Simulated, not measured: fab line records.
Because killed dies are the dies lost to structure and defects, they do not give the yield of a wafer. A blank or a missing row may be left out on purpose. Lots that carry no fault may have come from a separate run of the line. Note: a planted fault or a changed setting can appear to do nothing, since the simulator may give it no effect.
One fault through the eyes of 2 desks || flow berkeley-cmos170 || only its own numbers are on each desk; what lay behind them is given at the end

## AT THE METROLOGY DESK
Lot by lot, what the gauges showed, no matter which tool ran the lot: averages of those sampled wafers that carry a number. If a lot's mean is further than 4 standard deviations from the usual mean, the lot is out of limits and carries the mark OUT (the distance appears in the brackets).
Columns: A = NWELL_OXIDE_THK at UCB170_NWELL_THK_MEAS_02, usual 26.4 nm; B = ACTIVE_NITRIDE_THK at UCB170_ACTIVE_THK_MEAS_06, usual 219.9 nm
{"lot": "L143", "first seen here": "day 2 01:37", "A": 27.1, "B": 221.0}
{"lot": "L144", "first seen here": "day 2 05:53", "A": 26.4, "B": 222.0}
{"lot": "L145", "first seen here": "day 2 11:00", "A": 25.9, "B": 219.6}
{"lot": "L148", "first seen here": "day 2 23:09", "A": 26.5, "B": 219.4}
{"lot": "L149", "first seen here": "day 3 07:43", "A": 27.2, "B": 217.8}
{"lot": "L150", "first seen here": "day 3 14:40", "A": 26.4, "B": 221.5}
{"lot": "L151", "first seen here": "day 3 14:40", "A": 26.0, "B": 218.7}
{"lot": "L152", "first seen here": "day 3 19:35", "A": 26.0, "B": 218.2}
{"lot": "L153", "first seen here": "day 4 02:05", "A": 26.8, "B": 217.5}
{"lot": "L154", "first seen here": "day 4 06:29", "A": 26.9, "B": 218.7}
{"lot": "L155", "first seen here": "day 4 10:59", "A": 26.3, "B": 219.3}
{"lot": "L158", "first seen here": "day 5 02:04", "A": 26.6, "B": 221.1}
{"lot": "L159", "first seen here": "day 5 07:17", "A": 26.4, "B": 223.6}
{"lot": "L161", "first seen here": "day 5 13:49", "A": 27.0, "B": 218.5}
{"lot": "L160", "first seen here": "day 5 13:50", "A": 27.1, "B": 219.3}
Finding of this desk: none of the 15 lots has anything out of limits.

## DESK OF THE TOOL OWNER: implanter-01
UCB170_PFIELD_IMPLANT_07, tool's own readings: per-lot mean of the sampled wafers with a number, covering each lot this tool ran. If a lot's mean is further than 4 standard deviations from the usual mean, the lot is out of limits and carries the mark OUT (the distance appears in the brackets).
Columns: A = beam-energy-keV at UCB170_PFIELD_IMPLANT_07, usual 79.998; B = end-station-pressure-torr at UCB170_PFIELD_IMPLANT_07, usual 5.08e-06 Torr
{"lot": "L148", "first seen here": "day 5 04:49", "A": 79.993, "B": 5.15e-06}
{"lot": "L151", "first seen here": "day 5 20:08", "A": 80.005, "B": 5.14e-06}
{"lot": "L150", "first seen here": "day 5 20:25", "A": 79.976, "B": 4.85e-06}
{"lot": "L153", "first seen here": "day 6 03:20", "A": 79.977, "B": 5.18e-06}
{"lot": "L158", "first seen here": "day 7 06:04", "A": "85.535 (+99 or more) OUT", "B": 4.80e-06}
{"lot": "L161", "first seen here": "day 7 12:41", "A": "85.588 (+99 or more) OUT", "B": 5.23e-06}
{"lot": "L160", "first seen here": "day 7 16:08", "A": "85.567 (+99 or more) OUT", "B": 4.96e-06}
This desk finds L158, L160, L161 out of limits, L158 being first, at day 7 06:04 (beam-energy-keV at UCB170_PFIELD_IMPLANT_07). L148, L151, L150, L153 stayed within limits.

## ALL TOGETHER
The tool owner's desk had the chance to raise an alarm at day 7 06:04 on L158, L160, L161.
The metrology desk saw nothing out of limits.
The metrology desk holds a record of L158, L160, L161, inside its limits.
All the named lots went through UCB170_PFIELD_IMPLANT_07 on implanter-01.

## WHAT HAD BEEN PUT IN BY THE SIMULATOR
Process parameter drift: implanter-01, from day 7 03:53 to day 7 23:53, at UCB170_PFIELD_IMPLANT_07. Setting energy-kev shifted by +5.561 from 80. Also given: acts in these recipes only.
Lots struck among those shown: L158, L160, L161.
Time in hours from fault onset to the first out-of-limits reading at each desk: the tool owner's desk, 2.
